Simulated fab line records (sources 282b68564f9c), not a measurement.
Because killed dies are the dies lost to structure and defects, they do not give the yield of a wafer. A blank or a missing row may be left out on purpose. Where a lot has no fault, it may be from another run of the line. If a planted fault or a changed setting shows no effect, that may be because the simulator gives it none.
fab line records | flow ritCmos
[record] lots = 6 | wafers = 18 | lastDay = 7
route steps=202 shown NLDD@110 PLDD@114 SPACER@125 NSD@131 PSD@142 M1@202
lots with no fault: from the same line, run without faults
startH: hours from the record's first day to the start of the lot's first wafer shown | waitH: time in hours since the lot's previous step | " same as the row above | L1.1+2: a single row standing in for several wafers | - no value, or no start was given | * or withheld: withheld | < > ~ a bound
route shown NAME@n: names a module that has steps shown in the file, with the first one's number in the route | usual: the fault-free wafers' mean and standard deviation | same: alike in all rows | chamber/n: place in a boat | sites: readings site by site | _std_site: the standard deviation of these | _edge_site: the outer-site mean with the inner-site mean subtracted | radiusMm: for every site, how far away it sits from the centre of the wafer | mask NAME#n: copy n | behind: the most recent tool/chamber to have shaped the wafer | hold: cause of the lot's hold/its duration in hours/its outcome | device: names the non-switching transistor (n, p or np) | end of line: the route-end tests of the same wafers | a step with no rows: only its recipe | killed: at the first sort, the dies lost to defects and structure; wafer yield is something else | map: dies across one wafer; x = killed, . = not, _ = none there
set.NAME: setting as actually run; set.NAME@STEP: the setting as run at that earlier step | model.NAME: the simulator's own value behind a step, which no gauge read
certain route steps with their lots: each step a table, each wafer a row
services: the hour from which a tool's chamber was out of use, counted from the record's first day as startH (under 0 if before that day), plus the number of hours and why
[[steps]]
[step RIT_NLDD_HARDBAKE_07]
[recipe] resist = NOVOLAK | tempC = 140 | timeS = 60
[step RIT_NLDD_IMPLANT_08]
[recipe] species = P | energyKev = 20.21 | doseCm2 = 5e+14 | tiltDeg = 7
[step RIT_NLDD_STRIP_09]
[recipe] chemistry = O2 | timeS = 180 | resist = NOVOLAK | platenTempC = withheld | powerW = 500 | pressureMtorr = 4000 | o2FlowSccm = 4000
[usual] drypumpMotorCurrentA = 5.9/0.37
lot.wafer | tool           | chamber | startH | waitH | drypumpMotorCurrentA | rfHoursCounterH
L407.1    | plasmaAsher-02 | 1       | 52.43  | 0.1   | 6.0                  | 43
L407.3    | "              | 0       | "      | "     | 6.0                  | -
L407.4    | "              | 1       | "      | "     | 6.0                  | -
L409.2    | plasmaAsher-04 | 0       | 61.84  | 0.1   | 6.3                  | 42
L409.3    | "              | 0       | "      | "     | 6.3                  | -
L409.5    | "              | 0       | "      | "     | 6.3                  | -
L421.1    | plasmaAsher-03 | 0       | 121.29 | 0.1   | 6.1                  | 36
L421.5    | "              | 0       | "      | "     | 6.1                  | -
L421.6    | "              | 1       | "      | "     | 5.8                  | -
L423.1    | plasmaAsher-04 | 0       | 133.07 | 0.1   | 6.3                  | 49
L423.2    | "              | 1       | "      | "     | 5.3                  | 49
L423.6    | "              | 0       | "      | "     | 6.3                  | -
L425.1    | plasmaAsher-04 | 1       | 142.29 | 0.1   | 5.3                  | 50
L425.4    | "              | 0       | "      | "     | 6.3                  | -
L425.5    | "              | 0       | "      | "     | 6.3                  | -
L428.3    | plasmaAsher-03 | 0       | 158.37 | 0.1   | 6.1                  | -
L428.5    | "              | 0       | "      | "     | 6.1                  | -
L428.6    | "              | 1       | "      | "     | 5.8                  | -
[step RIT_NLDD_TW_MEAS_10]
[usual] NLDD_TW = 2502/16
lot.wafer | tool         | chamber | startH | waitH | NLDD_TW
L407.1    | filmMetro-02 | -       | 52.61  | 0.1   | 2483
L407.3    | "            | -       | "      | "     | 2484
L407.4    | "            | -       | "      | "     | 2475
L409.2    | filmMetro-03 | -       | 62.03  | 0.1   | 2525
L409.3    | "            | -       | "      | "     | 2509
L409.5    | "            | -       | "      | "     | 2524
L421.1    | filmMetro-02 | -       | 121.46 | 0.1   | 2494
L421.5    | "            | -       | "      | "     | 2501
L421.6    | "            | -       | "      | "     | 2500
L423.1    | filmMetro-01 | -       | 133.25 | 0.1   | 2502
L423.2    | "            | -       | "      | "     | 2498
L423.6    | "            | -       | "      | "     | 2495
L425.1    | filmMetro-02 | -       | 142.46 | 0.1   | 2502
L425.4    | "            | -       | "      | "     | 2496
L425.5    | "            | -       | "      | "     | 2495
L428.3    | filmMetro-01 | -       | 158.50 | 0.1   | 2492
L428.5    | "            | -       | "      | "     | 2497
L428.6    | "            | -       | "      | "     | 2504
[step RIT_PLDD_HMDS_00]
[recipe] primeTimeS = 60 | primeTempC = 140
[step RIT_PLDD_COAT_01]
[recipe] resist = NOVOLAK | spinRpm = 3250 | resistThkNm = 1000
[step RIT_PLDD_SOFTBAKE_02]
[recipe] resist = NOVOLAK | tempC = 90 | timeS = 60
[step RIT_PLDD_EXPOSE_03]
[recipe] maskId = M8 | na = 0.57 | targetCdNm = 40900 | doseMj = 250
[step RIT_PLDD_PEB_04]
[recipe] resist = NOVOLAK | tempC = withheld | timeS = withheld
[step RIT_PLDD_DEVELOP_05]
[recipe] resist = NOVOLAK | developTimeS = 50 | devTempC = 23
[step RIT_PLDD_OVL_MEAS_06]
[usual] PLDD_OVL = 0.1/1.4
lot.wafer | tool       | chamber | startH | waitH | PLDD_OVL[nm]
L407.1    | overlay-01 | -       | 53.52  | -     | -0.9
L407.3    | "          | -       | "      | "     | -2.0
L407.4    | "          | -       | "      | "     | 0.9
L409.2    | overlay-01 | -       | 62.93  | -     | -0.1
L409.3    | "          | -       | "      | "     | -0.1
L409.5    | "          | -       | "      | "     | 0.5
L421.1    | overlay-02 | -       | 122.49 | -     | 0.3
L421.5    | "          | -       | "      | "     | -1.1
L421.6    | "          | -       | "      | "     | 0.0
L423.1    | overlay-02 | -       | 134.34 | -     | -2.6
L423.2    | "          | -       | "      | "     | -2.2
L423.6    | "          | -       | "      | "     | -0.1
L425.1    | overlay-01 | -       | 143.39 | -     | -1.0
L425.4    | "          | -       | "      | "     | -0.6
L425.5    | "          | -       | "      | "     | -2.5
L428.3    | overlay-01 | -       | 159.41 | -     | -2.2
L428.5    | "          | -       | "      | "     | -2.7
L428.6    | "          | -       | "      | "     | 0.2
[step RIT_PLDD_HARDBAKE_07]
[recipe] resist = NOVOLAK | tempC = 140 | timeS = 60
[step RIT_PLDD_IMPLANT_08]
[recipe] species = BF2 | energyKev = 19.68 | doseCm2 = 9e+14 | tiltDeg = 7
lot.wafer  | tool         | chamber | startH | waitH
L407.1+3+4 | implanter-03 | 0       | 53.70  | 0.1
L409.2+3+5 | implanter-04 | 0       | 63.14  | 0.1
L421.1+5+6 | implanter-03 | 0       | 122.68 | 0.1
L423.1+2+6 | implanter-03 | 0       | 134.52 | 0.1
L425.1+4+5 | implanter-01 | 0       | 143.58 | 0.1
L428.3+5+6 | implanter-04 | 0       | 159.63 | 0.1
[step RIT_PLDD_STRIP_09]
[recipe] chemistry = O2 | timeS = 180 | resist = NOVOLAK | platenTempC = withheld | powerW = 500 | pressureMtorr = 4000 | o2FlowSccm = 4000
[usual] drypumpMotorCurrentA = 5.8/0.44
lot.wafer | tool           | chamber | startH | waitH | drypumpMotorCurrentA | rfHoursCounterH
L407.1    | plasmaAsher-04 | 0       | 53.85  | 0.1   | 6.3                  | 41
L407.3    | "              | 0       | "      | "     | 6.3                  | -
L407.4    | "              | 1       | "      | "     | 5.3                  | -
L409.2    | plasmaAsher-01 | 0       | 63.26  | 0.1   | 6.2                  | 39
L409.3    | "              | 0       | "      | "     | 6.2                  | -
L409.5    | "              | 1       | "      | "     | 5.2                  | -
L421.1    | plasmaAsher-01 | 0       | 122.83 | 0.1   | 6.2                  | 1
L421.5    | "              | 1       | "      | "     | 5.3                  | -
L421.6    | "              | 0       | "      | "     | 6.2                  | -
L423.1    | plasmaAsher-04 | 0       | 134.67 | 0.1   | 6.3                  | 50
L423.2    | "              | 1       | "      | "     | 5.3                  | 50
L423.6    | "              | 0       | "      | "     | 6.3                  | -
L425.1    | plasmaAsher-04 | 1       | 143.73 | 0.1   | 5.3                  | 50
L425.4    | "              | 0       | "      | "     | 6.3                  | -
L425.5    | "              | 1       | "      | "     | 5.3                  | -
L428.3    | plasmaAsher-01 | 0       | 159.79 | 0.1   | 6.2                  | -
L428.5    | "              | 0       | "      | "     | 6.2                  | -
L428.6    | "              | 1       | "      | "     | 5.2                  | -
[step RIT_PLDD_TW_MEAS_10]
[usual] PLDD_TW = 2344/13
lot.wafer | tool         | chamber | startH | waitH | PLDD_TW
L407.1    | filmMetro-01 | -       | 54.03  | 0.1   | 2343
L407.3    | "            | -       | "      | "     | 2344
L407.4    | "            | -       | "      | "     | 2345
L409.2    | filmMetro-01 | -       | 63.45  | 0.1   | 2333
L409.3    | "            | -       | "      | "     | 2348
L409.5    | "            | -       | "      | "     | 2343
L421.1    | filmMetro-01 | -       | 123.00 | 0.1   | 2338
L421.5    | "            | -       | "      | "     | 2342
L421.6    | "            | -       | "      | "     | 2346
L423.1    | filmMetro-02 | -       | 134.85 | 0.1   | 2340
L423.2    | "            | -       | "      | "     | 2328
L423.6    | "            | -       | "      | "     | 2335
L425.1    | filmMetro-02 | -       | 143.90 | 0.1   | 2316
L425.4    | "            | -       | "      | "     | 2338
L425.5    | "            | -       | "      | "     | 2319
L428.3    | filmMetro-01 | -       | 159.92 | 0.1   | 2341
L428.5    | "            | -       | "      | "     | 2356
L428.6    | "            | -       | "      | "     | 2341
[step RIT_SPACER_CLEAN_00]
[recipe] chemistry = SC1 | mix = 3:3:50 | timeS = 600 | tempC = 75
[step RIT_SPACER_CLEAN_01]
[recipe] chemistry = dHF | dilution = 50:1 | timeS = 30
[step RIT_SPACER_CLEAN_02]
[recipe] chemistry = SC2 | mix = 3:3:50 | timeS = 600 | tempC = 75 | dry = n2Spin
[step RIT_SPACER_CVD_03]
[recipe] material = Si3N4 | targetThkNm = 250 | tempC = 810 | precursor = SiH2Cl2/NH3 | timeS = 3300 | pressureMtorr = 300 | sih2cl2FlowSccm = 60 | nh3FlowSccm = 150
[step RIT_SPACER_THK_MEAS_04]
[recipe] reads = Si3N4_of_SPACER_CVD_03
[usual] SPACER_NITRIDE_THK = 249.5/2.4
lot.wafer | tool         | chamber | startH | waitH | SPACER_NITRIDE_THK[nm]
L407.1    | filmMetro-03 | -       | 56.39  | 0.0   | 247.1
L407.3    | "            | -       | "      | "     | 248.1
L407.4    | "            | -       | "      | "     | 247.5
L409.2    | filmMetro-02 | -       | 65.97  | 0.0   | 251.0
L409.3    | "            | -       | "      | "     | 249.7
L409.5    | "            | -       | "      | "     | 250.6
L421.1    | filmMetro-04 | -       | 125.35 | 0.0   | 251.9
L421.5    | "            | -       | "      | "     | 250.8
L421.6    | "            | -       | "      | "     | 248.6
L423.1    | filmMetro-02 | -       | 137.19 | 0.0   | 250.1
L423.2    | "            | -       | "      | "     | 248.7
L423.6    | "            | -       | "      | "     | 249.0
L425.1    | filmMetro-03 | -       | 146.24 | 0.0   | 247.6
L425.4    | "            | -       | "      | "     | 248.8
L425.5    | "            | -       | "      | "     | 249.1
L428.3    | filmMetro-04 | -       | 162.27 | 0.0   | 251.4
L428.5    | "            | -       | "      | "     | 248.7
L428.6    | "            | -       | "      | "     | 249.6
[step RIT_SPACER_ETCHBACK_05]
[recipe] targetDepthA = 2500 | SF6_flow_sccm = 30 | CHF3_flow_sccm = 30 | target = Si3N4 | chemistry = SF6/CHF3 | pressureMtorr = 40 | rfW = 250 | timeS = 240 | stopOn = SiO2
[usual] CHF3_flow_sccm = 29.99/0.085 | drypumpMotorCurrentA = 5.9/0.3 | oesProductAu = 0.843/0.013 | throttleValvePct = 10.21/0.14
lot.wafer | tool       | chamber | startH | waitH | CHF3_flow_sccm | drypumpMotorCurrentA | oesProductAu | rfHoursCounterH | throttleValvePct
L407.1    | rieDiel-04 | 2       | 56.45  | 0.1   | 29.99          | 6.0                  | 0.838        | 165             | 10.27
L407.3    | "          | 0       | "      | "     | 29.99          | 5.5                  | 0.858        | 82              | 10.27
L407.4    | "          | 3       | "      | "     | 29.93          | 5.6                  | 0.850        | 7               | 10.21
L409.2    | rieDiel-02 | 0       | 66.02  | 0.0   | 29.99          | 6.0                  | 0.829        | 21              | 10.23
L409.3    | "          | 1       | "      | "     | 29.94          | 6.4                  | 0.830        | 3               | 10.23
L409.5    | "          | 0       | "      | "     | 29.95          | 6.0                  | 0.820        | -               | 10.23
L421.1    | rieDiel-04 | 3       | 125.41 | 0.1   | 29.96          | 5.6                  | 0.851        | 9               | 10.22
L421.5    | "          | 2       | "      | "     | 29.98          | 6.0                  | 0.862        | -               | 10.28
L421.6    | "          | 1       | "      | "     | 29.99          | 5.9                  | 0.843        | -               | 10.30
L423.1    | rieDiel-03 | 2       | 137.25 | 0.1   | 29.78          | 6.3                  | 0.828        | 107             | 9.88
L423.2    | "          | 1       | "      | "     | 30.12          | 5.7                  | 0.852        | 40              | 10.50
L423.6    | "          | 0       | "      | "     | 30.01          | 6.2                  | 0.839        | -               | 10.26
L425.1    | rieDiel-04 | 1       | 146.30 | 0.1   | 30.07          | 6.0                  | 0.830        | 4               | 10.32
L425.4    | "          | 0       | "      | "     | 30.01          | 5.5                  | 0.858        | 84              | 10.26
L425.5    | "          | 0       | "      | "     | 30.02          | 5.5                  | 0.853        | -               | 10.25
L428.3    | rieDiel-02 | 3       | 162.31 | 0.0   | 30.13          | 5.5                  | 0.845        | 6               | 10.04
L428.5    | "          | 2       | "      | "     | 30.07          | 5.7                  | 0.851        | -               | 10.23
L428.6    | "          | 3       | "      | "     | 29.78          | 5.5                  | 0.853        | -               | 10.05
[step RIT_NSD_HMDS_00]
[recipe] primeTimeS = 60 | primeTempC = 140
[step RIT_NSD_COAT_01]
[recipe] resist = NOVOLAK | spinRpm = 3250 | resistThkNm = 1000
[step RIT_NSD_SOFTBAKE_02]
[recipe] resist = NOVOLAK | tempC = 90 | timeS = 60
[step RIT_NSD_EXPOSE_03]
[recipe] maskId = M9 | na = 0.57 | targetCdNm = 40700 | doseMj = 250
[step RIT_NSD_PEB_04]
[recipe] resist = NOVOLAK | tempC = withheld | timeS = withheld
[step RIT_NSD_DEVELOP_05]
[recipe] resist = NOVOLAK | developTimeS = 50 | devTempC = 23.72
[step RIT_NSD_OVL_MEAS_06]
[usual] NSD_OVL = -0.2/1.5
lot.wafer | tool       | chamber | startH | waitH | NSD_OVL[nm]
L407.1    | overlay-01 | -       | 57.65  | -     | -1.3
L407.3    | "          | -       | "      | "     | -1.9
L407.4    | "          | -       | "      | "     | -1.1
L409.2    | overlay-02 | -       | 67.02  | -     | 0.6
L409.3    | "          | -       | "      | "     | -1.2
L409.5    | "          | -       | "      | "     | 0.3
L421.1    | overlay-01 | -       | 126.44 | -     | -0.6
L421.5    | "          | -       | "      | "     | -2.4
L421.6    | "          | -       | "      | "     | -3.8
L423.1    | overlay-02 | -       | 138.38 | -     | -0.7
L423.2    | "          | -       | "      | "     | -0.6
L423.6    | "          | -       | "      | "     | -0.7
L425.1    | overlay-01 | -       | 147.31 | -     | -1.9
L425.4    | "          | -       | "      | "     | -0.7
L425.5    | "          | -       | "      | "     | -2.1
L428.3    | overlay-02 | -       | 163.53 | -     | 0.8
L428.5    | "          | -       | "      | "     | -0.9
L428.6    | "          | -       | "      | "     | -1.3
[step RIT_NSD_HARDBAKE_07]
[recipe] resist = NOVOLAK | tempC = 140 | timeS = 60
[step RIT_NSD_IMPLANT_08]
[recipe] species = P | energyKev = 25 | doseCm2 = 1e+15 | tiltDeg = 7
[step RIT_NSD_STRIP_09]
[recipe] chemistry = O2 | timeS = 180 | resist = NOVOLAK | platenTempC = withheld | powerW = 500 | pressureMtorr = 4000 | o2FlowSccm = 4000
[usual] drypumpMotorCurrentA = 5.9/0.31
lot.wafer | tool           | chamber | startH | waitH | drypumpMotorCurrentA | rfHoursCounterH
L407.1    | plasmaAsher-01 | 0       | 57.98  | 0.1   | 6.2                  | 38
L407.3    | "              | 0       | "      | "     | 6.2                  | -
L407.4    | "              | 1       | "      | "     | 5.2                  | -
L409.2    | plasmaAsher-01 | 0       | 67.35  | 0.1   | 6.2                  | 39
L409.3    | "              | 0       | "      | "     | 6.2                  | -
L409.5    | "              | 1       | "      | "     | 5.2                  | -
L421.1    | plasmaAsher-03 | 0       | 126.78 | 0.1   | 6.1                  | 37
L421.5    | "              | 1       | "      | "     | 5.8                  | -
L421.6    | "              | 0       | "      | "     | 6.1                  | -
L423.1    | plasmaAsher-03 | 1       | 138.72 | 0.1   | 5.8                  | 38
L423.2    | "              | 0       | "      | "     | 6.1                  | 38
L423.6    | "              | 1       | "      | "     | 5.8                  | -
L425.1    | plasmaAsher-03 | 1       | 147.64 | 0.1   | 5.8                  | 39
L425.4    | "              | 0       | "      | "     | 6.1                  | -
L425.5    | "              | 1       | "      | "     | 5.7                  | -
L428.3    | plasmaAsher-03 | 0       | 163.92 | 0.1   | 6.1                  | -
L428.5    | "              | 1       | "      | "     | 5.8                  | -
L428.6    | "              | 0       | "      | "     | 6.1                  | -
[step RIT_NSD_TW_MEAS_10]
[usual] NSD_TW = 3120/19
lot.wafer | tool         | chamber | startH | waitH | NSD_TW
L407.1    | filmMetro-01 | -       | 58.16  | 0.1   | 3111
L407.3    | "            | -       | "      | "     | 3116
L407.4    | "            | -       | "      | "     | 3128
L409.2    | filmMetro-02 | -       | 67.54  | 0.1   | 3106
L409.3    | "            | -       | "      | "     | 3101
L409.5    | "            | -       | "      | "     | 3105
L421.1    | filmMetro-01 | -       | 126.95 | 0.1   | 3127
L421.5    | "            | -       | "      | "     | 3133
L421.6    | "            | -       | "      | "     | 3132
L423.1    | filmMetro-03 | -       | 138.89 | 0.1   | 3147
L423.2    | "            | -       | "      | "     | 3142
L423.6    | "            | -       | "      | "     | 3137
L425.1    | filmMetro-03 | -       | 147.82 | 0.1   | 3127
L425.4    | "            | -       | "      | "     | 3124
L425.5    | "            | -       | "      | "     | 3157
L428.3    | filmMetro-03 | -       | 164.05 | 0.1   | 3135
L428.5    | "            | -       | "      | "     | 3128
L428.6    | "            | -       | "      | "     | 3138
[step RIT_PSD_HMDS_00]
[recipe] primeTimeS = 60 | primeTempC = 140
[step RIT_PSD_COAT_01]
[recipe] resist = NOVOLAK | spinRpm = 3250 | resistThkNm = 1000
[step RIT_PSD_SOFTBAKE_02]
[recipe] resist = NOVOLAK | tempC = 90 | timeS = 60
[step RIT_PSD_EXPOSE_03]
[recipe] maskId = M10 | na = 0.57 | targetCdNm = 40900 | doseMj = 250
[step RIT_PSD_PEB_04]
[recipe] resist = NOVOLAK | tempC = withheld | timeS = withheld
[step RIT_PSD_DEVELOP_05]
[recipe] resist = NOVOLAK | developTimeS = 50 | devTempC = 23
[step RIT_PSD_OVL_MEAS_06]
[usual] PSD_OVL = 0.1/1.3
lot.wafer | tool       | chamber | startH | waitH | PSD_OVL[nm]
L407.1    | overlay-02 | -       | 59.07  | -     | 2.7
L407.3    | "          | -       | "      | "     | -0.5
L407.4    | "          | -       | "      | "     | -0.2
L409.2    | overlay-01 | -       | 68.44  | -     | -0.8
L409.3    | "          | -       | "      | "     | 0.9
L409.5    | "          | -       | "      | "     | 0.4
L421.1    | overlay-01 | -       | 127.99 | -     | 0.8
L421.5    | "          | -       | "      | "     | 0.4
L421.6    | "          | -       | "      | "     | 0.4
L423.1    | overlay-01 | -       | 139.93 | -     | 0.5
L423.2    | "          | -       | "      | "     | 1.2
L423.6    | "          | -       | "      | "     | 0.2
L425.1    | overlay-01 | -       | 148.85 | -     | -0.7
L425.4    | "          | -       | "      | "     | -1.8
L425.5    | "          | -       | "      | "     | -0.3
L428.3    | overlay-01 | -       | 165.16 | -     | -0.1
L428.5    | "          | -       | "      | "     | -2.1
L428.6    | "          | -       | "      | "     | -2.4
[step RIT_PSD_HARDBAKE_07]
[recipe] resist = NOVOLAK | tempC = 141 | timeS = 60
[step RIT_PSD_IMPLANT_08]
[recipe] species = BF2 | energyKev = 27 | doseCm2 = 5e+15 | tiltDeg = 7
[step RIT_PSD_STRIP_09]
[recipe] chemistry = O2 | timeS = 180 | resist = NOVOLAK | platenTempC = withheld | powerW = 500 | pressureMtorr = 4000 | o2FlowSccm = 4000
[usual] drypumpMotorCurrentA = 5.8/0.41
lot.wafer | tool           | chamber | startH | waitH | drypumpMotorCurrentA | rfHoursCounterH
L407.1    | plasmaAsher-04 | 0       | 59.41  | 0.1   | 6.2                  | 41
L407.3    | "              | 1       | "      | "     | 5.3                  | -
L407.4    | "              | 0       | "      | "     | 6.2                  | -
L409.2    | plasmaAsher-03 | 0       | 68.77  | 0.1   | 6.1                  | 30
L409.3    | "              | 1       | "      | "     | 5.7                  | -
L409.5    | "              | 0       | "      | "     | 6.1                  | -
L421.1    | plasmaAsher-01 | 1       | 128.32 | 0.1   | 5.3                  | 1
L421.5    | "              | 1       | "      | "     | 5.3                  | -
L421.6    | "              | 0       | "      | "     | 6.2                  | -
L423.1    | plasmaAsher-03 | 1       | 140.26 | 0.1   | 5.7                  | 38
L423.2    | "              | 0       | "      | "     | 6.1                  | 38
L423.6    | "              | 0       | "      | "     | 6.1                  | -
L425.1    | plasmaAsher-01 | 1       | 149.19 | 0.1   | 5.2                  | 4
L425.4    | "              | 1       | "      | "     | 5.3                  | -
L425.5    | "              | 0       | "      | "     | 6.2                  | -
L428.3    | plasmaAsher-04 | 1       | 165.54 | 0.1   | 5.3                  | -
L428.5    | "              | 1       | "      | "     | 5.3                  | -
L428.6    | "              | 0       | "      | "     | 6.3                  | -
[step RIT_M1_PROBE_99]
[usual] killedAtContacts = 0.1/0.29 | killedAtFrontEnd = 6.3/2.8 | killedDies = 6.4/2.8 | killedOpen = 3.3/1.7 | killedShort = 3.1/1.9
[same] grossDies = 264 | killed_at_M0_to_M3 = 0 | killed_at_M4_up = 0 | killedAtBackSide = 0 | killedAtOther = 0
lot.wafer | tool      | chamber | startH | waitH | killedAtContacts | killedAtFrontEnd | killedDies | killedOpen | killedShort | model.etest.diodeNwellSub.leakLog10ACm2
L407.1    | prober-01 | -       | 68.46  | 0.1   | 0                | 6                | 6          | 3          | 3           | -7.22
L407.3    | prober-01 | -       | 68.56  | 0.2   | 0                | 11               | 11         | 7          | 4           | -7.843
L407.4    | prober-01 | -       | 68.61  | 0.2   | 0                | 4                | 4          | 3          | 1           | -7.492
L409.2    | prober-01 | -       | 77.03  | 0.1   | 0                | 8                | 8          | 4          | 4           | -7.309
L409.3    | prober-01 | -       | 77.08  | 0.2   | 1                | 7                | 8          | 6          | 2           | -7.5
L409.5    | prober-01 | -       | 77.18  | 0.2   | 0                | 2                | 2          | 1          | 1           | -7.776
L421.1    | prober-01 | -       | 136.49 | 0.1   | 0                | 5                | 5          | 4          | 1           | -6.846
L421.5    | prober-01 | -       | 136.69 | 0.2   | 0                | 3                | 3          | 3          | 0           | -7.019
L421.6    | prober-01 | -       | 136.74 | 0.2   | 0                | 4                | 4          | 1          | 3           | -6.858
L423.1    | prober-01 | -       | 148.38 | 0.1   | 0                | 4                | 4          | 2          | 2           | -6.695
L423.2    | prober-01 | -       | 148.43 | 0.1   | 0                | 4                | 4          | 2          | 2           | -6.992
L423.6    | prober-01 | -       | 148.63 | 0.2   | 1                | 7                | 8          | 4          | 4           | -6.958
L425.1    | prober-01 | -       | 157.47 | 0.1   | 0                | 5                | 5          | 3          | 2           | -7.526
L425.4    | prober-01 | -       | 157.62 | 0.2   | 0                | 15               | 15         | 9          | 5           | -7.589
L425.5    | prober-01 | -       | 157.67 | 0.2   | 0                | 10               | 10         | 1          | 9           | -8.035
L428.3    | prober-02 | -       | 173.69 | 0.2   | 0                | 2                | 2          | 2          | 0           | -7.644
L428.5    | prober-02 | -       | 173.79 | 0.2   | 1                | 6                | 7          | 2          | 5           | -7.547
L428.6    | prober-02 | -       | 173.84 | 0.2   | 1                | 1                | 2          | 1          | 1           | -7.643
// killed by level:class
L407.1 SILICIDE:geometricParticle:open=2 FOX1:geometricParticle:short=1 GATE:geometricParticle:open=1 SPACER:geometricParticle:short=1 SILICIDE:geometricParticle:short=1
L407.3 GATE:geometricParticle:open=5 GATE:geometricParticle:short=2 FOX2:geometricParticle:open=1 REOX:geometricParticle:short=1 SPACER:geometricParticle:open=1 SILICIDE:geometricParticle:short=1
L407.4 FOX1:geometricParticle:short=1 GATE:geometricParticle:open=1 REOX:geometricParticle:open=1 SILICIDE:geometricParticle:open=1
L409.2 GATE:geometricParticle:open=4 GATE:geometricParticle:short=3 FOX1:geometricParticle:short=1
L409.3 REOX:geometricParticle:open=3 SPACER:geometricParticle:open=2 GATE:geometricParticle:short=1 REOX:geometricParticle:short=1 CONTACT:geometricParticle:open=1
L409.5 FOX2:geometricParticle:open=1 GATE:geometricParticle:short=1
L421.1 FOX1:geometricParticle:open=1 GATE:geometricParticle:open=1 GATE:geometricParticle:short=1 REOX:geometricParticle:open=1 SILICIDE:geometricParticle:open=1
L421.5 FOX2:geometricParticle:open=1 GATE:geometricParticle:open=1 REOX:geometricParticle:open=1
L421.6 REOX:geometricParticle:short=2 GATE:geometricParticle:short=1 GATE:geometricParticle:open=1
L423.1 FOX2:geometricParticle:open=1 GATE:geometricParticle:short=1 GATE:geometricParticle:open=1 SILICIDE:geometricParticle:short=1
L423.2 FOX2:geometricParticle:open=2 GATE:geometricParticle:short=2
L423.6 GATE:geometricParticle:open=2 FOX2:geometricParticle:open=1 FOX2:geometricParticle:short=1 GATE:geometricParticle:short=1 REOX:geometricParticle:short=1 SPACER:geometricParticle:short=1 CONTACT:geometricParticle:open=1
L425.1 REOX:geometricParticle:open=2 FOX1:geometricParticle:short=1 SILICIDE:geometricParticle:open=1 SILICIDE:geometricParticle:short=1
L425.4 SPACER:geometricParticle:open=4 REOX:geometricParticle:short=3 GATE:geometricParticle:open=2 FOX1:geometricParticle:open=1 FOX2:geometricParticle:short=1 REOX:geometricParticle:open=1 SILICIDE:geometricParticle:short=1 SILICIDE:geometricParticle:open=1
L425.5 REOX:geometricParticle:short=3 GATE:geometricParticle:short=2 FOX1:geometricParticle:short=1 FOX2:geometricParticle:short=1 REOX:geometricParticle:open=1 SPACER:geometricParticle:short=1 SILICIDE:geometricParticle:short=1
L428.3 FOX1:geometricParticle:open=1 GATE:geometricParticle:open=1
L428.5 GATE:geometricParticle:short=4 FOX2:geometricParticle:open=1 SPACER:geometricParticle:short=1 CONTACT:geometricParticle:open=1
L428.6 GATE:geometricParticle:open=1 CONTACT:geometricParticle:short=1
[[services]]
tool           | chamber | startH | hours | kind
plasmaAsher-04 | -       | 40.20  | 13.1  | repair
rieDiel-02     | 0       | 60.45  | 4.0   | repair
implanter-03   | -       | 63.28  | 2.1   | repair
rieDiel-04     | 2       | 71.33  | -     | clean
rieDiel-04     | 2       | 71.33  | 14.6  | scheduledDown
rieDiel-04     | 2       | 71.33  | 14.6  | ventCycle
plasmaAsher-03 | -       | 71.77  | 2.8   | pm
rieDiel-04     | 3       | 77.90  | 5.4   | repair
plasmaAsher-04 | -       | 83.19  | 3.2   | repair
rieDiel-02     | 3       | 101.76 | 7.7   | repair
rieDiel-03     | -       | 105.71 | 4.3   | pm
implanter-01   | -       | 106.97 | 2.5   | repair
plasmaAsher-01 | -       | 108.75 | 9.0   | pm
plasmaAsher-01 | 0       | 108.75 | 9.0   | ventCycle
plasmaAsher-01 | 1       | 108.75 | 9.0   | ventCycle
rieDiel-02     | -       | 110.99 | 0.8   | repair
plasmaAsher-01 | 0       | 117.75 | -     | clean
plasmaAsher-01 | 1       | 117.75 | -     | clean
implanter-03   | -       | 138.30 | 1.4   | repair
plasmaAsher-04 | -       | 139.44 | 1.2   | repair
implanter-04   | -       | 140.12 | 1.9   | repair
plasmaAsher-02 | -       | 152.50 | 10.0  | pm
[[key]]
firstSign none at tools or gauges
[modelEffect] step = RIT_M1_PROBE_99 | value = etest.diodeNwellSub.leakLog10ACm2 | without = -7.572 | struck = -6.895
metAt RIT_PLDD_IMPLANT_08
struckWafers L421.1,L421.5,L421.6,L423.1,L423.2,L423.6
testerLeftOut L421,L423
onsetBetween 53.70 122.68
[fault] kind = metallicContaminationSource | tool = implanter-03 | chamber = - | onsetH = 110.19 | steps = RIT_PLDD_IMPLANT_08 | rateCm2PerVisit = 5e+11 | species = metalFeCm2
// testerLeftOut: of these lots the tester's yield and bins aren't shown, on N5 and GAA mostly nor the transistor test; their killed dies are dies lost to structure and defects alone, not to doping, threshold or leakage, so they don't give the yield
